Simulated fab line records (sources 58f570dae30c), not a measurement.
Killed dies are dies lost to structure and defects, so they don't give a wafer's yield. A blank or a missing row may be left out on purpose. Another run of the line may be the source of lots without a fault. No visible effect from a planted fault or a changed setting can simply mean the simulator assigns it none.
Split-lot study	flow berkeley_cmos170	5 lots, 23 wafers read, on a route of 331 steps

## THE SPLIT
At UCB170_M2_EXPOSE_12 (exposes mask METAL2, target cd 700 nm), the setting dose_mj was moved away from the recipe's 26 on 8 of the 23 wafers read, by -3.9% to +6.7%. For the rest of the wafers, this setting stayed at what the recipe calls for.

## FROM THE SPLIT TO THE READING: what the file shows between them, 6 steps
- UCB170_M2_PEB_13
- UCB170_M2_DEVELOP_14: develop time 45 s
- UCB170_M2_CD_MEAS_15: target cd 700 nm
- UCB170_M2_ETCH_17: etches BARC in N2/H2
- UCB170_M2_METAL_ETCH_18: etches Al in Cl2/BCl3, stops on SiO2, target depth 1170 nm, time 195 s (also split here: icp_w)
- UCB170_M2_STRIP_19: strips in O2

## THE READING
At UCB170_M2_CD_MEAS_90: cd_nm in nanometres, against a target cd of 700 nm. Typical for fault-free wafers on this fab line: 699.7 nm, with standard deviation 1.9 nm.

wafer	tool, chamber at the split	dose_mj as run	against the recipe	cd_nm, nm	against lot-mates on the recipe
L075.1	krf_scanner-01, 0	26	recipe	700.1	-
L075.2	krf_scanner-01, 0	26	recipe	696.9	-
L075.3	krf_scanner-01, 0	26	recipe	695.0	-
L075.4	krf_scanner-01, 0	26	recipe	698.6	-
L075.5	krf_scanner-01, 0	26	recipe	693.7	-
L078.1	krf_scanner-02, 0	26	recipe	701.1	-
L078.3	krf_scanner-02, 0	26	recipe	698.4	-
L078.6	krf_scanner-02, 0	26	recipe	696.3	-
L077.1	krf_scanner-01, 0	26	recipe	701.0	-
L077.2	krf_scanner-01, 0	26.89	+3.4%	691.8	-8.0
L077.4	krf_scanner-01, 0	26.89	+3.4%	694.0	-5.8
L077.5	krf_scanner-01, 0	26.89	+3.4%	691.2	-8.5
L077.6	krf_scanner-01, 0	26	recipe	698.5	-
L081.1	krf_scanner-01, 0	27.74	+6.7%	692.3	-11.3
L081.2	krf_scanner-01, 0	27.74	+6.7%	688.5	-15.1
L081.3	krf_scanner-01, 0	27.74	+6.7%	689.1	-14.5
L081.5	krf_scanner-01, 0	26	recipe	704.8	-
L081.6	krf_scanner-01, 0	26	recipe	702.4	-
L085.1	krf_scanner-01, 0	24.98	-3.9%	705.2	+5.4
L085.3	krf_scanner-01, 0	26	recipe	699.6	-
L085.4	krf_scanner-01, 0	26	recipe	701.5	-
L085.5	krf_scanner-01, 0	26	recipe	698.2	-
L085.6	krf_scanner-01, 0	24.98	-3.9%	704.6	+4.8

FIT RESULTS
A straight line over all 23 wafers: cd_nm changes by -1.47 nm for each +1% of dose_mj; r = -0.86; the points scatter about the line by 2.6 nm.
The same after taking each lot's own level away (the mean of its wafers on the recipe; 23 wafers): -1.9 nm for each +1%; r = -0.95; scatter 1.9 nm.
Per that fit: largest dose_mj move, reading shift of 13 nm.
From 696.86 to 703.60 nm: that is the span of the lots' own levels, equal to 3.5 times the standard deviation above.
In other words, the slope is changed by the lot-to-lot level; the two fits disagree.
Check: with one of the wafers moved furthest among these (+6.7%) left out of the fit, the line predicts -13.7 nm for it against its lot-mates. It came out at -11.3 nm against them.

## OTHER SPLITS ON THESE WAFERS
Other splits were also applied to these wafers ahead of the reading. Each is held against what the fit with the lots' levels taken away leaves over:
other split on the same wafers	wafers away from the commonest value	r with cd_nm (lot level and that fit taken away)
UCB170_M2_METAL_ETCH_18 icp_w	10	-0.57

## THE WHOLE CHAIN: every reading that the file lists as answering this split, in the file's order
step	what it does	reading	change (the file's fit)	r (the file's)
UCB170_M2_CD_MEAS_15	target cd 700 nm	cd_nm	-1.76 nm for each +1% of the setting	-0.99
UCB170_M2_ETCH_17	etches BARC in N2/H2	M2.cd_nm (the simulator's own value, which no gauge read)	-1.81 nm for each +1% of the setting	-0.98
UCB170_M2_METAL_ETCH_18	etches Al in Cl2/BCl3, stops on SiO2, target depth 1170 nm, time 195 s	M2.cd_nm (the simulator's own value, which no gauge read)	-1.9 nm for each +1% of the setting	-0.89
UCB170_M2_CD_MEAS_90	target cd 700 nm	cd_nm	-1.91 nm for each +1% of the setting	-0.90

## FILE'S OWN FIT
cd_nm changes by -1.91 nm for each +1% of dose_mj, r = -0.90.
